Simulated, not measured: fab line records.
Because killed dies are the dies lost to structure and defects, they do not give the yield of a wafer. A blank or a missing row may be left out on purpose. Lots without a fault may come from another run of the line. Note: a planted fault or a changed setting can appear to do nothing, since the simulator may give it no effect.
Which tool was responsible? | flow berkeley-cmos170 | 7 lots with 21 wafers sampled at 2 steps, on a route of 331 steps

== WHAT THE GAUGES SHOWED, per wafer ==
UCB170_PWELL_THK_MEAS_06.
lot  | measured    | on            | PWELL_NITRIDE_THK (nm)
L240 | day 3 07:13 | film-metro-04 | 216.9 217.4 217.2
L243 | day 3 23:51 | film-metro-04 | 218.5 216.3 216.6
L246 | day 4 20:13 | film-metro-01 | 220.1 221.7 223.3
L248 | day 5 05:44 | film-metro-01 | 219.7 217.7 218.6
L251 | day 5 09:46 | film-metro-04 | 216.7 215.7 216.3
L254 | day 6 02:49 | film-metro-04 | 218.6 217.9 218.1
L261 | day 7 15:37 | film-metro-04 | 184.1 185.9 185.2

== TOOL THAT RAN EACH LOT (tool first, then ch and the chambers of the sampled wafers, then the start) ==
lot  | UCB170_PWELL_CVD_05
L240 | lpcvd-01 ch 0, day 3 05:17
L243 | lpcvd-01 ch 1, day 3 21:56
L246 | lpcvd-02 ch 1, day 4 18:18
L248 | lpcvd-02 ch 1, day 5 03:49
L251 | lpcvd-01 ch 0, day 5 07:51
L254 | lpcvd-01 ch 0, day 6 00:52
L261 | lpcvd-02 ch 0, day 7 12:44
- UCB170_PWELL_CVD_05: deposits Si3N4 from SiH2Cl2/NH3, target thk 220 nm, time 3300 s.

== THE ANSWER, worked out from the rows above alone ==
Rule: the usual values come from the lots themselves. The widest of any qualifying gaps counts: lots, ordered by their means at a reading, are off when they make up no more than a third of the lots, leave a main group of 4 or more, and stand apart from it by 3 or more times the standard deviation of that group's means. A main group whose means are all the same, to the digits that the tables above print for the reading, isn't used. A lot without any number at a reading at which 4 lots or more have one is off too. Where the step has rows for the other lots, those lots are counted as sound.
Off: L261, seen at UCB170_PWELL_THK_MEAS_06 (PWELL_NITRIDE_THK). Mean 218.2 nm and standard deviation 1.8 in the main group.
If a tool, at a process step before that reading, ran all the lots that are off and no sound lot after the first of them, it fits. The gauges at UCB170_PWELL_THK_MEAS_06 are tried like those tools. This does not decide it: 2 tools fit, namely lpcvd-02 at UCB170_PWELL_CVD_05 and film-metro-04 at UCB170_PWELL_THK_MEAS_06.

== WHAT THE SIMULATOR PUT IN ==
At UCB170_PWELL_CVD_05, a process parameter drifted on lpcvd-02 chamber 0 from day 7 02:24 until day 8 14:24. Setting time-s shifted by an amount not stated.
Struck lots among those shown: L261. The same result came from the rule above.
